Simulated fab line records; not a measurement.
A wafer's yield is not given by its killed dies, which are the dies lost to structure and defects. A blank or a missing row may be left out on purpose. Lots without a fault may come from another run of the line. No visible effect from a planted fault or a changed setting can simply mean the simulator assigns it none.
One fault seen from 2 desks | flow berkeleyCmos170 | each desk holds nothing but its own numbers, with what lay behind them at the end

## METROLOGY DESK
What the gauges read for every lot (on any tool): the sampled wafers with a number, averaged. The brackets show how far a lot's mean lies from the usual mean; more than 4 standard deviations puts the lot out of limits, marked OUT.
Columns: A = cdNm at UCB170_V1_CD_MEAS_90, usual 700.2 nm; B = M2_OVL at UCB170_M2_OVL_MEAS_16, usual -2 nm; C = V2_OVL at UCB170_V2_OVL_MEAS_13, usual 2 nm
lot  | first seen here | A     | B   | C
L890 | day 8 01:09     | 700.8 | -1  | 5
L891 | day 8 15:49     | 699.2 | 7   | -6
L892 | day 8 23:41     | 699.9 | -8  | -2
L893 | day 9 03:37     | 698.6 | 5   | 6
L897 | day 9 23:48     | 700.1 | 1   | -2
L898 | day 10 09:04    | 701.4 | 3   | 2
L901 | day 11 03:35    | 698.8 | 2   | 4
L906 | day 11 11:47    | 698.5 | -5  | 2
L903 | day 11 12:46    | 701.6 | 0   | -3
L908 | day 12 02:20    | 699.3 | -2  | 5
L907 | day 12 03:01    | 700.4 | -6  | -3
L909 | day 12 14:05    | 698.7 | -1  | 6
L911 | day 12 18:02    | 700.1 | -10 | 5
This desk found nothing out of limits on any of the 13 lots.

## THE TOOL OWNER'S DESK: rieMetal-01
The tool's own readings at UCB170_M3_METAL_ETCH_18 (etches Al in Cl2/BCl3, stops on SiO2, target depth 1170 nm, time 195 s): means of the sampled wafers that have a number, for each lot that ran on this tool. The brackets show how far a lot's mean lies from the usual mean; more than 4 standard deviations puts the lot out of limits, marked OUT.
Columns: A = biasW at UCB170_M3_METAL_ETCH_18, usual 119.9 W; B = drypumpMotorCurrentA at UCB170_M3_METAL_ETCH_18, usual 6.3 A; C = oesProductAu at UCB170_M3_METAL_ETCH_18, usual 0.846 a.u.; D = throttleValvePct at UCB170_M3_METAL_ETCH_18, usual 24.5 %
lot  | first seen here | A     | B   | C     | D
L892 | day 9 07:59     | 119.8 | 6.5 | 0.833 | 24.7
L898 | day 10 19:25    | 120.2 | 6.4 | 0.818 | 24.7
L901 | day 11 12:14    | 120.0 | 6.5 | 0.811 | 24.7
This desk found nothing out of limits on any of the 3 lots.

## TAKEN TOGETHER
Metrology desk: nothing out of limits seen.
The tool owner's desk saw nothing out of limits.

## WHAT HAD BEEN PUT IN BY THE SIMULATOR
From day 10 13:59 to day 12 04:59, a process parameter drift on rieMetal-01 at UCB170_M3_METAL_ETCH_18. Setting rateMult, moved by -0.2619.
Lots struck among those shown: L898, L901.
